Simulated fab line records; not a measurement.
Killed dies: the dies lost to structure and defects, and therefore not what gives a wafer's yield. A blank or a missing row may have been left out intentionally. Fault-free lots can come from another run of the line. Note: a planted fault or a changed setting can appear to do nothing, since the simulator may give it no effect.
fab line records | flow berkeley_cmos170
record: lots: 5 | wafers: 15 | last_day: 12
route steps=331 shown PVT@123 GATE@125 FIELD@126 M3@331
lots untouched by any fault: they come from a run of this same line in which no faults occurred
start_h: hours from the record's first day to the start of the lot's first wafer shown | wait_h: how many hours have passed since the lot's step before this one | " identical to the entry in the row above | L1.1+2: a row that stands for several wafers | - value missing, or start not given | * or withheld: withheld | < > ~ a bound
route shown NAME@n: a module of which the file shows steps, and the number in the route of the first | usual: mean/standard deviation of fault-free wafers | same: alike in all rows | chamber/n: place in a boat | sites: the reading at each site | _std_site: how widely they spread, as a standard deviation | _edge_site: outer sites' mean less inner sites' | radius_mm: for every site, how far away it sits from the centre of the wafer | mask NAME#n: copy n | behind: tool/chamber where the wafer was last shaped | hold: the reason the lot was held/the length of the hold in hours/how it ended | device: the n, p or np transistor that did not switch | end of line: tests run on the same wafers once the route is complete | where a step has no rows: the recipe by itself | killed: not the wafer's yield, but the dies lost to structure and defects at the first sort | map: dies across one wafer; x = killed, . = not, _ = none there
set.NAME: the setting the step ran with; set.NAME@STEP: the setting that earlier step ran with | model.NAME: the simulator's own value behind a step, which no gauge read
certain route steps with their lots: each step a table, each wafer a row
services: the hour from which a tool's chamber was out of use, counted from the record's first day as start_h (under 0 if before that day), plus the number of hours and why
== steps ==
step: UCB170_PVT_STRIP_08
recipe: chemistry: O2 | power_w: 400 | pressure_mtorr: 3500 | platen_temp_c: withheld | o2_flow_sccm: 400 | overash_fraction: 0.5
usual: drypump_motor_current_A: 5.8/0.51 | oes_product_au: 0.735/0.0043 | strip_time_to_endpoint_s: 21.62/0.066
lot.wafer | tool            | chamber | start_h | wait_h | drypump_motor_current_A | oes_product_au | rf_hours_counter_h | strip_time_to_endpoint_s
L171.3    | plasma_asher-01 | 0       | 99.53   | 0.1    | 6.5                     | 0.738          | -                  | 21.69
L171.4    | "               | 1       | "       | "      | 5.6                     | 0.734          | -                  | 21.65
L171.6    | "               | 1       | "       | "      | 5.6                     | 0.732          | -                  | 21.62
L181.3    | plasma_asher-01 | 0       | 149.96  | 0.1    | 6.5                     | 0.732          | -                  | 21.58
L181.4    | "               | 1       | "       | "      | 5.7                     | 0.733          | -                  | 21.51
L181.6    | "               | 0       | "       | "      | 6.6                     | 0.735          | -                  | 21.51
L183.2    | plasma_asher-04 | 0       | 161.16  | 0.1    | 5.9                     | 0.735          | 45                 | 21.71
L183.3    | "               | 0       | "       | "      | 5.9                     | 0.733          | -                  | 21.69
L183.6    | "               | 0       | "       | "      | 5.9                     | 0.731          | -                  | 21.68
L189.1    | plasma_asher-03 | 1       | 199.08  | 0.1    | 5.7                     | 0.729          | 51                 | 21.54
L189.2    | "               | 0       | "       | "      | 6.1                     | 0.743          | 51                 | 21.63
L189.6    | "               | 0       | "       | "      | 6.0                     | 0.737          | -                  | 21.58
L194.4    | plasma_asher-01 | 1       | 219.60  | 0.1    | 5.6                     | 0.729          | -                  | 21.53
L194.5    | "               | 1       | "       | "      | 5.6                     | 0.736          | -                  | 21.59
L194.6    | "               | 0       | "       | "      | 6.6                     | 0.731          | -                  | 21.60
step: UCB170_PVT_TW_MEAS_09
usual: PVT_TW: 507/3.4
lot.wafer | tool          | chamber | start_h | wait_h | PVT_TW
L171.3    | film_metro-04 | -       | 99.62   | 0.1    | 507
L171.4    | "             | -       | "       | "      | 501
L171.6    | "             | -       | "       | "      | 504
L181.3    | film_metro-03 | -       | 150.05  | 0.1    | 507
L181.4    | "             | -       | "       | "      | 509
L181.6    | "             | -       | "       | "      | 507
L183.2    | film_metro-01 | -       | 161.27  | 0.1    | 508
L183.3    | "             | -       | "       | "      | 508
L183.6    | "             | -       | "       | "      | 509
L189.1    | film_metro-01 | -       | 199.18  | 0.1    | 507
L189.2    | "             | -       | "       | "      | 506
L189.6    | "             | -       | "       | "      | 509
L194.4    | film_metro-03 | -       | 219.70  | 0.1    | 512
L194.5    | "             | -       | "       | "      | 514
L194.6    | "             | -       | "       | "      | 508
step: UCB170_GATE_WET_ETCH_00
recipe: chemistry: dHF | dilution: 25:1 | target: SiO2 | temp_c: 25 | time_s: 200
step: UCB170_FIELD_THK_MEAS_91
recipe: reads: SiO2_of_FIELD_OXIDATION_01
usual: FIELD_OXIDE_LEFT_2_THK: 344/9.5
lot.wafer | tool          | chamber | start_h | wait_h | FIELD_OXIDE_LEFT_2_THK[nm]
L171.3    | film_metro-04 | -       | 99.74   | 0.0    | 342
L171.4    | "             | -       | "       | "      | 343
L171.6    | "             | -       | "       | "      | 350
L181.3    | film_metro-03 | -       | 150.17  | 0.0    | 333
L181.4    | "             | -       | "       | "      | 327
L181.6    | "             | -       | "       | "      | 339
L183.2    | film_metro-03 | -       | 161.40  | 0.0    | 340
L183.3    | "             | -       | "       | "      | 347
L183.6    | "             | -       | "       | "      | 348
L189.1    | film_metro-04 | -       | 199.31  | 0.0    | 359
L189.2    | "             | -       | "       | "      | 358
L189.6    | "             | -       | "       | "      | 356
L194.4    | film_metro-04 | -       | 219.82  | 0.0    | 356
L194.5    | "             | -       | "       | "      | 348
L194.6    | "             | -       | "       | "      | 352
step: UCB170_GATE_OXIDATION_01
recipe: temp_c: 850 | ambient: O2 | target_thk_a: 66 | ox_time_s: 1800
step: UCB170_GATE_THK_MEAS_02
recipe: reads: SiO2_of_GATE_OXIDATION_01
usual: GATE_OXIDE_THK: 6.63/0.11
lot.wafer | tool          | chamber | start_h | wait_h | GATE_OXIDE_THK[nm]
L171.3    | film_metro-02 | -       | 102.84  | 0.1    | 6.78
L171.4    | "             | -       | "       | "      | 6.72
L171.6    | "             | -       | "       | "      | 6.80
L181.3    | film_metro-02 | -       | 153.30  | 0.0    | 6.53
L181.4    | "             | -       | "       | "      | 6.54
L181.6    | "             | -       | "       | "      | 6.55
L183.2    | film_metro-01 | -       | 164.80  | 0.0    | 6.55
L183.3    | "             | -       | "       | "      | 6.59
L183.6    | "             | -       | "       | "      | 6.66
L189.1    | film_metro-01 | -       | 204.46  | 0.0    | 6.59
L189.2    | "             | -       | "       | "      | 6.74
L189.6    | "             | -       | "       | "      | 6.78
L194.4    | film_metro-04 | -       | 224.45  | 0.0    | 6.66
L194.5    | "             | -       | "       | "      | 6.84
L194.6    | "             | -       | "       | "      | 6.74
step: UCB170_GATE_ANNEAL_03
recipe: temp_c: 900 | time_s: 1800 | ambient: N2
step: UCB170_GATE_CVD_04
recipe: material: poly-Si | temp_c: 610 | precursor: SiH4 | time_s: 1440 | pressure_mtorr: 375 | target_thk_nm: 214 | sih4_flow_sccm: 120
step: UCB170_GATE_THK_MEAS_05
recipe: reads: poly-Si_of_GATE_CVD_04
usual: GATE_POLY_THK: 213.1/1.8
lot.wafer | tool          | chamber | start_h | wait_h | GATE_POLY_THK[nm]
L171.3    | film_metro-01 | -       | 107.40  | 0.1    | 218.0
L171.4    | "             | -       | "       | "      | 217.2
L171.6    | "             | -       | "       | "      | 214.5
L181.3    | film_metro-01 | -       | 156.56  | 0.0    | 212.9
L181.4    | "             | -       | "       | "      | 215.3
L181.6    | "             | -       | "       | "      | 215.1
L183.2    | film_metro-02 | -       | 170.63  | 0.0    | 213.2
L183.3    | "             | -       | "       | "      | 214.2
L183.6    | "             | -       | "       | "      | 212.4
L189.1    | film_metro-01 | -       | 210.58  | 0.0    | 212.9
L189.2    | "             | -       | "       | "      | 211.7
L189.6    | "             | -       | "       | "      | 213.4
L194.4    | film_metro-01 | -       | 230.49  | 0.0    | 214.0
L194.5    | "             | -       | "       | "      | 213.0
L194.6    | "             | -       | "       | "      | 214.4
step: UCB170_GATE_COAT_06
recipe: resist: BARC | temp_c: withheld | time_s: withheld | spin_rpm: 3000 | resist_thk_nm: withheld
step: UCB170_GATE_COAT_07
recipe: resist: KrF | spin_rpm: 1500 | resist_thk_nm: 900
step: UCB170_GATE_SOFTBAKE_08
recipe: resist: KrF | temp_c: 130 | time_s: 60
step: UCB170_GATE_EXPOSE_09
recipe: mask_id: POLY | target_cd_nm: 350 | na: 0.5 | sigma_outer: 0.6 | source_shape: conventional | dose_mj: 21
usual: exposure_dose_mJ_cm2: 20.962/0.023 | focus_offset_nm: 0.1/0.57
lot.wafer | tool           | chamber | start_h | wait_h | mask   | exposure_dose_mJ_cm2 | focus_offset_nm
L171.3    | krf_scanner-01 | 0       | 108.66  | -      | POLY#0 | 20.987               | 1.7
L171.4    | "              | 0       | "       | "      | POLY#0 | 20.985               | 0.3
L171.6    | "              | 0       | "       | "      | POLY#0 | 20.973               | 1.8
L181.3    | krf_scanner-02 | 0       | 157.22  | -      | POLY#0 | 20.954               | -0.1
L181.4    | "              | 0       | "       | "      | POLY#0 | 20.960               | -0.3
L181.6    | "              | 0       | "       | "      | POLY#0 | 20.949               | 0.0
L183.2    | krf_scanner-01 | 0       | 171.28  | -      | POLY#0 | 20.985               | -0.7
L183.3    | "              | 0       | "       | "      | POLY#0 | 20.968               | -1.1
L183.6    | "              | 0       | "       | "      | POLY#0 | 21.024               | -0.8
L189.1    | krf_scanner-02 | 0       | 211.22  | -      | POLY#0 | 20.224               | 0.6
L189.2    | "              | 0       | "       | "      | POLY#0 | 20.220               | -0.2
L189.6    | "              | 0       | "       | "      | POLY#0 | 20.202               | -0.5
L194.4    | krf_scanner-01 | 0       | 231.52  | -      | POLY#0 | 20.976               | 0.3
L194.5    | "              | 0       | "       | "      | POLY#0 | 20.963               | -0.2
L194.6    | "              | 0       | "       | "      | POLY#0 | 20.944               | -1.4
step: UCB170_GATE_PEB_10
recipe: peb_temp_c: 130 | peb_time_s: withheld | resist: KrF
step: UCB170_GATE_DEVELOP_11
recipe: developer: TMAH | develop_time_s: 45 | resist: KrF | dev_temp_c: 19.87
same: develop_time_s: 45
lot.wafer | tool           | chamber | start_h | wait_h | model.GATE.cd_nm
L171.3    | litho_track-04 | 0       | -       | -      | 349.8
L171.4    | "              | 0       | "       | "      | 350.2
L171.6    | "              | 0       | "       | "      | 350.6
L181.3    | litho_track-02 | 0       | -       | -      | 350.2
L181.4    | "              | 0       | "       | "      | 350
L181.6    | "              | 0       | "       | "      | 350.4
L183.2+6  | litho_track-04 | 0       | -       | -      | 347.4
L183.3    | "              | 0       | "       | "      | 347.8
L189.1    | litho_track-01 | 0       | -       | -      | 336.1
L189.2    | "              | 0       | "       | "      | 308.2
L189.6    | "              | 0       | "       | "      | 326.6
L194.4    | litho_track-02 | 0       | -       | -      | 348.3
L194.5    | "              | 0       | "       | "      | 349.5
L194.6    | "              | 0       | "       | "      | 347.2
step: UCB170_GATE_CD_MEAS_12
recipe: target_cd_nm: 350
usual: cd_nm: 349.7/1.5
lot.wafer | tool      | chamber | start_h | wait_h | cd_nm
L171.3    | cd_sem-01 | -       | 109.33  | -      | 350.1
L171.4    | "         | -       | "       | "      | 349.8
L171.6    | "         | -       | "       | "      | 350.5
L181.3    | cd_sem-01 | -       | 157.61  | -      | 350.3
L181.4    | "         | -       | "       | "      | 349.5
L181.6    | "         | -       | "       | "      | 350.7
L183.2    | cd_sem-01 | -       | 171.67  | -      | 347.4
L183.3    | "         | -       | "       | "      | 347.7
L183.6    | "         | -       | "       | "      | 347.3
L189.1    | cd_sem-02 | -       | 211.61  | -      | 336.3
L189.2    | "         | -       | "       | "      | 308.0
L189.6    | "         | -       | "       | "      | 326.6
L194.4    | cd_sem-02 | -       | 232.46  | -      | 348.6
L194.5    | "         | -       | "       | "      | 349.6
L194.6    | "         | -       | "       | "      | 347.4
step: UCB170_GATE_OVL_MEAS_13
usual: GATE_OVL: -5/5.3
lot.wafer | tool       | chamber | start_h | wait_h | GATE_OVL[nm]
L171.3    | overlay-01 | -       | 109.42  | 0.1    | -3
L171.4    | "          | -       | "       | "      | -3
L171.6    | "          | -       | "       | "      | -6
L181.3    | overlay-01 | -       | 157.70  | 0.1    | -13
L181.4    | "          | -       | "       | "      | -14
L181.6    | "          | -       | "       | "      | -6
L183.2    | overlay-02 | -       | 171.77  | 0.1    | 0
L183.3    | "          | -       | "       | "      | 3
L183.6    | "          | -       | "       | "      | 3
L189.1    | overlay-02 | -       | 211.73  | 0.1    | -2
L189.2    | "          | -       | "       | "      | -10
L189.6    | "          | -       | "       | "      | -5
L194.4    | overlay-01 | -       | 232.53  | 0.1    | -10
L194.5    | "          | -       | "       | "      | 2
L194.6    | "          | -       | "       | "      | -14
step: UCB170_GATE_ETCH_14
recipe: chemistry: N2/H2 | target_depth_a: withheld | overetch_a: withheld | target: BARC | time_s: withheld | source_w: 500 | bias_w: 100 | pressure_mtorr: 30 | n2_flow_sccm: 100 | h2_flow_sccm: 200
usual: bias_w: 100.03/0.3 | drypump_motor_current_A: 5.6/0.58 | oes_product_au: 0.991/0.026 | throttle_valve_pct: 13.33/0.15
lot.wafer | tool        | chamber | start_h | wait_h | bias_w | drypump_motor_current_A | oes_product_au | throttle_valve_pct
L171.3    | rie_diel-02 | 2       | 109.45  | 0.0    | 99.54  | 4.9                     | 1.005          | 13.11
L171.4    | "           | 3       | "       | "      | 100.51 | 6.0                     | 0.951          | 13.48
L171.6    | "           | 3       | "       | "      | 100.19 | 6.0                     | 0.955          | 13.48
L181.3    | rie_diel-04 | 3       | 157.72  | 0.0    | 100.28 | 6.2                     | 0.972          | 13.41
L181.4    | "           | 2       | "       | "      | 99.45  | 5.8                     | 0.973          | 13.49
L181.6    | "           | 1       | "       | "      | 100.45 | 5.4                     | 0.993          | 13.24
L183.2    | rie_diel-03 | 3       | 171.80  | 0.0    | 99.92  | 4.9                     | 1.018          | 13.48
L183.3    | "           | 0       | "       | "      | 100.16 | 5.5                     | 0.988          | 13.33
L183.6    | "           | 3       | "       | "      | 99.97  | 4.9                     | 1.023          | 13.45
L189.1    | rie_diel-02 | 0       | 211.76  | 0.0    | 100.41 | 4.8                     | 0.955          | 13.50
L189.2    | "           | 1       | "       | "      | 100.19 | 5.8                     | 1.042          | 13.23
L189.6    | "           | 2       | "       | "      | 99.79  | 4.9                     | 1.008          | 13.11
L194.4    | rie_diel-02 | 2       | 232.55  | 0.0    | 99.68  | 4.9                     | 1.001          | 13.10
L194.5    | "           | 1       | "       | "      | 100.06 | 5.8                     | 1.045          | 13.22
L194.6    | "           | 2       | "       | "      | 99.80  | 4.9                     | 1.001          | 13.10
step: UCB170_GATE_ETCH_15
recipe: chemistry: HBr/Cl2 | target: poly-Si | stop_on: SiO2 | over_etch_frac: 0.3 | icp_w: 300 | bias_w: 150 | time_s: 56.3 | pressure_mtorr: 15 | HBr_flow_sccm: 150 | Cl2_flow_sccm: 50 | target_depth_a: 2782
usual: bias_w: 150.0/0.43 | drypump_motor_current_A: 5.7/0.47 | oes_product_au: 0.825/0.0083 | throttle_valve_pct: 26.5/0.31
lot.wafer | tool      | chamber | start_h | wait_h | bias_w | drypump_motor_current_A | oes_product_au | rf_hours_counter_h | throttle_valve_pct | model.GATE.cd_nm
L171.3    | rie_si-01 | 0       | 109.49  | -      | 150.5  | 5.2                     | 0.841          | 103                | 26.6               | 350.5
L171.4    | "         | 3       | "       | "      | 149.6  | 5.9                     | 0.830          | 13                 | 26.5               | 350.6
L171.6    | "         | 3       | "       | "      | 149.7  | 5.8                     | 0.827          | -                  | 26.5               | 350.9
L181.3    | rie_si-01 | 1       | 157.77  | -      | 150.4  | 6.1                     | 0.839          | 3                  | 27.0               | 349.8
L181.4    | "         | 3       | "       | "      | 149.1  | 5.9                     | 0.825          | 13                 | 26.5               | 350.3
L181.6    | "         | 2       | "       | "      | 150.2  | 5.2                     | 0.822          | -                  | 26.3               | 350.1
L183.2    | rie_si-02 | 0       | 171.85  | -      | 149.8  | 5.6                     | 0.830          | 67                 | 26.3               | 346.4
L183.3    | "         | 2       | "       | "      | 150.3  | 6.6                     | 0.818          | 24                 | 26.9               | 348.2
L183.6    | "         | 2       | "       | "      | 150.0  | 6.6                     | 0.812          | -                  | 26.9               | 346.8
L189.1    | rie_si-02 | 2       | 211.81  | -      | 150.2  | 6.6                     | 0.814          | 24                 | 26.9               | 336.9
L189.2    | "         | 1       | "       | "      | 150.0  | 5.4                     | 0.813          | 102                | 26.1               | 308
L189.6    | "         | 0       | "       | "      | 149.9  | 5.6                     | 0.830          | -                  | 26.3               | 326.9
L194.4    | rie_si-01 | 2       | 232.59  | -      | 150.0  | 5.2                     | 0.832          | 2                  | 26.3               | 348.7
L194.5    | "         | 0       | "       | "      | 150.1  | 5.2                     | 0.830          | -                  | 26.6               | 348.6
L194.6    | "         | 3       | "       | "      | 150.6  | 5.9                     | 0.827          | -                  | 26.5               | 348.1
step: UCB170_GATE_STRIP_16
recipe: chemistry: O2 | power_w: 400 | pressure_mtorr: 3500 | platen_temp_c: withheld | o2_flow_sccm: 400 | overash_fraction: 0.5
usual: drypump_motor_current_A: 5.9/0.33 | oes_product_au: 0.724/0.0042
lot.wafer | tool            | chamber | start_h | wait_h | drypump_motor_current_A | oes_product_au | rf_hours_counter_h
L171.3    | plasma_asher-02 | 0       | 109.57  | 0.1    | 5.5                     | 0.722          | -
L171.4    | "               | 1       | "       | "      | 5.9                     | 0.723          | -
L171.6    | "               | 0       | "       | "      | 5.6                     | 0.726          | -
L181.3    | plasma_asher-02 | 0       | 157.85  | 0.1    | 5.6                     | 0.727          | -
L181.4    | "               | 1       | "       | "      | 5.9                     | 0.722          | -
L181.6    | "               | 1       | "       | "      | 5.9                     | 0.725          | -
L183.2    | plasma_asher-03 | 0       | 171.90  | 0.0    | 6.0                     | 0.725          | 49
L183.3    | "               | 1       | "       | "      | 5.7                     | 0.728          | -
L183.6    | "               | 0       | "       | "      | 6.1                     | 0.724          | -
L189.1    | plasma_asher-03 | 0       | 211.85  | 0.0    | 6.1                     | 0.720          | 52
L189.2    | "               | 1       | "       | "      | 5.7                     | 0.721          | 52
L189.6    | "               | 1       | "       | "      | 5.7                     | 0.725          | -
L194.4    | plasma_asher-01 | 0       | 232.67  | 0.1    | 6.5                     | 0.726          | -
L194.5    | "               | 1       | "       | "      | 5.6                     | 0.728          | -
L194.6    | "               | 0       | "       | "      | 6.5                     | 0.724          | -
step: UCB170_M3_PROBE_99
lot.wafer | tool      | chamber | start_h | wait_h | model.etest.pmos_0p6.r_on_ohm_um | model.etest.pmos_0p35.r_on_ohm_um | model.etest.nmos_0p35.r_on_ohm_um | model.etest.nmos_0p6.r_on_ohm_um | model.etest.pmos_turned.drive_ua_um | model.etest.ppoly_line.width_nm | model.etest.npoly_line.width_nm | model.etest.pmos_0p35.drive_ua_um
L171.3    | prober-02 | -       | 158.96  | 0.2    | 8349                             | 4631                              | 1466                              | 2287                             | 299.6                               | 321.6                           | 322.7                           | 286.1
L171.4    | prober-02 | -       | 159.01  | 0.2    | 8473                             | 4671                              | 1474                              | 2293                             | 298.2                               | 322.3                           | 321.3                           | 285.6
L171.6    | prober-02 | -       | 159.11  | 0.2    | 8470                             | 4684                              | 1479                              | 2311                             | 298.1                               | 321.9                           | 322.9                           | 281.9
L181.3    | prober-01 | -       | 196.45  | 0.2    | 8290                             | 4540                              | 1437                              | 2266                             | 306.6                               | 321.9                           | 322                             | 294.1
L181.4    | prober-01 | -       | 196.50  | 0.2    | 8480                             | 4666                              | 1457                              | 2294                             | 299                                 | 322.2                           | 323.8                           | 286.8
L181.6    | prober-01 | -       | 196.60  | 0.2    | 8446                             | 4665                              | 1467                              | 2302                             | 299.6                               | 320.4                           | 321.8                           | 286.4
L183.2    | prober-01 | -       | 216.33  | 0.1    | 8298                             | 4567                              | 1446                              | 2241                             | 304                                 | 319.1                           | 317.2                           | 292.6
L183.3    | prober-01 | -       | 216.38  | 0.2    | 8354                             | 4586                              | 1445                              | 2243                             | 305.9                               | 318.6                           | 318                             | 288.9
L183.6    | prober-01 | -       | 216.53  | 0.2    | 8480                             | 4665                              | 1481                              | 2291                             | 299.5                               | 317.9                           | 317.9                           | 284.9
L189.1    | prober-01 | -       | 257.35  | 0.1    | 8403                             | 4497                              | 1442                              | 2265                             | 309.8                               | 306.8                           | 308.1                           | 295.8
L189.2    | prober-01 | -       | 257.40  | 0.1    | 7908                             | 4014                              | 1327                              | 2170                             | 344.2                               | 280.9                           | 279                             | 326.3
L189.6    | prober-01 | -       | 257.60  | 0.2    | 8336                             | 4385                              | 1410                              | 2245                             | 322.6                               | 297.5                           | 298.8                           | 300.9
L194.4    | prober-01 | -       | 279.23  | 0.2    | 8476                             | 4702                              | 1506                              | 2342                             | 297.4                               | 319.4                           | 319.5                           | 285.4
L194.5    | prober-01 | -       | 279.28  | 0.2    | 8601                             | 4705                              | 1522                              | 2339                             | 294.5                               | 320.7                           | 319.9                           | 280
L194.6    | prober-01 | -       | 279.33  | 0.2    | 8477                             | 4682                              | 1488                              | 2310                             | 297.9                               | 318.7                           | 319.4                           | 284.9
killed by level:class
L171.3 M1:geometric_particle:open=1
L171.4 GATE:geometric_particle:open=2 FIELD:geometric_particle:open=1 M3:geometric_particle:short=1
L171.6 V1:coat_microbubble_printed=1
L181.3 GATE:geometric_particle:short=1
L181.4 ACTIVE:geometric_particle:short=1 M2:geometric_particle:short=1 NWELL:area_etch=1
L181.6 GATE:geometric_particle:short=1
L183.2 SACOX:geometric_particle:short=1 SACOX:geometric_particle:open=1 SPACER:geometric_particle:open=1 M1:geometric_particle:short=1 V2:geometric_particle:open=1
L183.3 GATE:geometric_particle:short=2 SPACER:geometric_particle:open=1 SILICIDE:geometric_particle:short=1 V1:geometric_particle:open=1
L183.6 WELLDRIVE:geometric_particle:short=1 SPACER:geometric_particle:short=1 SILICIDE:geometric_particle:open=1
L194.4 GATE:geometric_particle:short=1 GATE:geometric_particle:open=1 SPACER:geometric_particle:open=1
L194.5 START:geometric_particle:open=1 SILICIDE:geometric_particle:open=1 V1:geometric_particle:open=1 M2:geometric_particle:short=1
L194.6 SILICIDE:geometric_particle:short=2 SCREENOX:geometric_particle:short=1 SPACER:geometric_particle:open=1
== services ==
tool            | chamber | start_h | hours | kind
plasma_asher-04 | -       | 84.29   | 2.8   | pm
plasma_asher-04 | -       | 87.04   | 29.1  | pm
plasma_asher-01 | -       | 108.75  | 9.0   | pm
plasma_asher-01 | 0       | 108.75  | 9.0   | vent_cycle
plasma_asher-01 | 1       | 108.75  | 9.0   | vent_cycle
krf_scanner-01  | -       | 109.32  | 1.5   | repair
rie_diel-02     | 3       | 110.03  | 13.7  | repair
plasma_asher-01 | 0       | 117.75  | -     | clean
plasma_asher-02 | -       | 130.15  | 10.5  | repair
plasma_asher-04 | -       | 131.65  | 1.8   | repair
krf_scanner-02  | -       | 136.54  | 1.0   | pm
krf_scanner-02  | -       | 141.93  | 2.0   | repair
krf_scanner-01  | -       | 143.96  | 1.0   | pm
krf_scanner-02  | -       | 146.06  | 1.3   | pm
rie_diel-02     | 2       | 150.33  | 22.4  | repair
rie_diel-02     | 1       | 156.60  | 2.7   | repair
rie_diel-04     | -       | 159.34  | 14.6  | pm
krf_scanner-02  | -       | 165.01  | 2.8   | repair
rie_diel-03     | 0       | 183.93  | 8.8   | repair
rie_diel-04     | 1       | 195.86  | 9.6   | repair
plasma_asher-03 | -       | 199.30  | 2.3   | repair
krf_scanner-01  | -       | 209.86  | 1.3   | pm
krf_scanner-02  | -       | 227.61  | 0.8   | pm
plasma_asher-02 | -       | 228.23  | 14.6  | pm
== key ==
first_sign: step: UCB170_GATE_EXPOSE_09 | reading: exposure_dose_mJ_cm2 | direction: down | sigmas: 32 | usual: 20.962 | struck: 20.215
effect: step: UCB170_GATE_CD_MEAS_12 | reading: cd_nm | direction: down | sigmas: 17 | usual: 349.7 | struck: 323.6 | through: control_loop
model_effect: step: UCB170_GATE_DEVELOP_11 | value: GATE.cd_nm | without: 353.4 | struck: 323.6
model_effect: step: UCB170_GATE_ETCH_15 | value: GATE.cd_nm | without: 353.7 | struck: 323.9
model_effect: step: UCB170_M3_PROBE_99 | value: etest.pmos_0p6.r_on_ohm_um | without: 8676 | struck: 8216
met_at UCB170_GATE_EXPOSE_09
struck_wafers L189.1,L189.2,L189.6
sort_left_out L189.1,L189.2,L189.6
tester_left_out L189
loop_trim: step: UCB170_GATE_EXPOSE_09 | setting: dose | lots: L189
onset_between 157.22 211.22
fault: kind: process_parameter_drift | tool: krf_scanner-02 | chamber: - | onset_h: 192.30 | steps: UCB170_GATE_EXPOSE_09 | channel: focus_nm | offset: 554.32 | spread_by_wafer: 0.3 | shape: step | end_h: 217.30
tester_left_out: of these lots the tester's yield and bins aren't shown, on N5 and GAA mostly nor the transistor test; their killed dies are dies lost to structure and defects alone, not to doping, threshold or leakage, so they don't give the yield
sort_left_out: the simulated sort isn't trusted on such a fault, so these wafers' sort isn't shown, and their yield isn't known
loop_trim: a control loop set the setting to another value than it would have without faults
